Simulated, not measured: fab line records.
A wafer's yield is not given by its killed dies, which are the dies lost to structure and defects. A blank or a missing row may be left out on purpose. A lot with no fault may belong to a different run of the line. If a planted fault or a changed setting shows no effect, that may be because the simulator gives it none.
The tool behind it: which one? || flow berkeley cmos170 || Sampling: 7 lots, 21 wafers, 3 of 331 route steps

== WHAT THE GAUGES SHOWED, per wafer ==
UCB170_NSD_TW_MEAS_10.
{"lot": "L359", "measured": "day 6 16:14", "on": "film metro-04", "NSD_TW": "4242 4215 4222"}
{"lot": "L366", "measured": "day 8 18:10", "on": "film metro-02", "NSD_TW": "29 30 29 30 30 29"}
{"lot": "L369", "measured": "day 9 13:14", "on": "film metro-02", "NSD_TW": "4080 4088 4092"}
{"lot": "L371", "measured": "day 9 16:59", "on": "film metro-02", "NSD_TW": "4105 4107 4105"}
{"lot": "L375", "measured": "day 10 21:57", "on": "film metro-01", "NSD_TW": "4243 4246 4254"}
{"lot": "L374", "measured": "day 10 22:11", "on": "film metro-04", "NSD_TW": "4218 4216 4203"}
{"lot": "L378", "measured": "day 11 04:50", "on": "film metro-04", "NSD_TW": "4196 4194 4198"}

== EACH LOT AND THE TOOL THAT RAN IT (in order: tool; ch and the chambers of the sampled wafers; start) ==
{"lot": "L359", "UCB170_NSD_IMPLANT_08": "implanter-01 ch 0, day 6 16:02", "UCB170_NSD_STRIP_09": "plasma asher-03 ch 0,1, day 6 16:08"}
{"lot": "L366", "UCB170_NSD_IMPLANT_08": "implanter-01, day 8 17:56", "UCB170_NSD_STRIP_09": "plasma asher-02 ch 0,1, day 8 18:04"}
{"lot": "L369", "UCB170_NSD_IMPLANT_08": "implanter-04 ch 0, day 9 12:59", "UCB170_NSD_STRIP_09": "plasma asher-04 ch 0,1, day 9 13:08"}
{"lot": "L371", "UCB170_NSD_IMPLANT_08": "implanter-01 ch 0, day 9 16:46", "UCB170_NSD_STRIP_09": "plasma asher-03 ch 0,1, day 9 16:54"}
{"lot": "L375", "UCB170_NSD_IMPLANT_08": "implanter-02 ch 0, day 10 21:43", "UCB170_NSD_STRIP_09": "plasma asher-03 ch 0,1, day 10 21:50"}
{"lot": "L374", "UCB170_NSD_IMPLANT_08": "implanter-04 ch 0, day 10 21:57", "UCB170_NSD_STRIP_09": "plasma asher-02 ch 0,1, day 10 22:05"}
{"lot": "L378", "UCB170_NSD_IMPLANT_08": "implanter-02 ch 0, day 11 04:37", "UCB170_NSD_STRIP_09": "plasma asher-04 ch 0,1, day 11 04:44"}
- UCB170_NSD_IMPLANT_08
- UCB170_NSD_STRIP_09: strips in O2.

== THE ANSWER, worked out from the rows above alone ==
Rule: usual is defined by the lots themselves. The widest of any qualifying gaps counts: lots, ordered by their means at a reading, are off when they make up no more than a third of the lots, leave a main group of 4 or more, and stand apart from it by 3 or more times the standard deviation of that group's means. Not used: any main group whose means are identical at the precision the tables above print for the reading. A lot without any number at a reading at which 4 lots or more have one is off too. The other lots that the step has rows for count as sound.
Off: L366, at UCB170_NSD_TW_MEAS_10 (NSD_TW). The main group has a mean of 4179 with a standard deviation of 61.
A tool fits if, at a process step before that reading, it ran every lot that is off, and no sound lot after the first of them. Those tools and the gauges at UCB170_NSD_TW_MEAS_10 are tried in the same way. Not one of the candidates tried fits.

== WHAT WAS PUT IN BY THE SIMULATOR ==
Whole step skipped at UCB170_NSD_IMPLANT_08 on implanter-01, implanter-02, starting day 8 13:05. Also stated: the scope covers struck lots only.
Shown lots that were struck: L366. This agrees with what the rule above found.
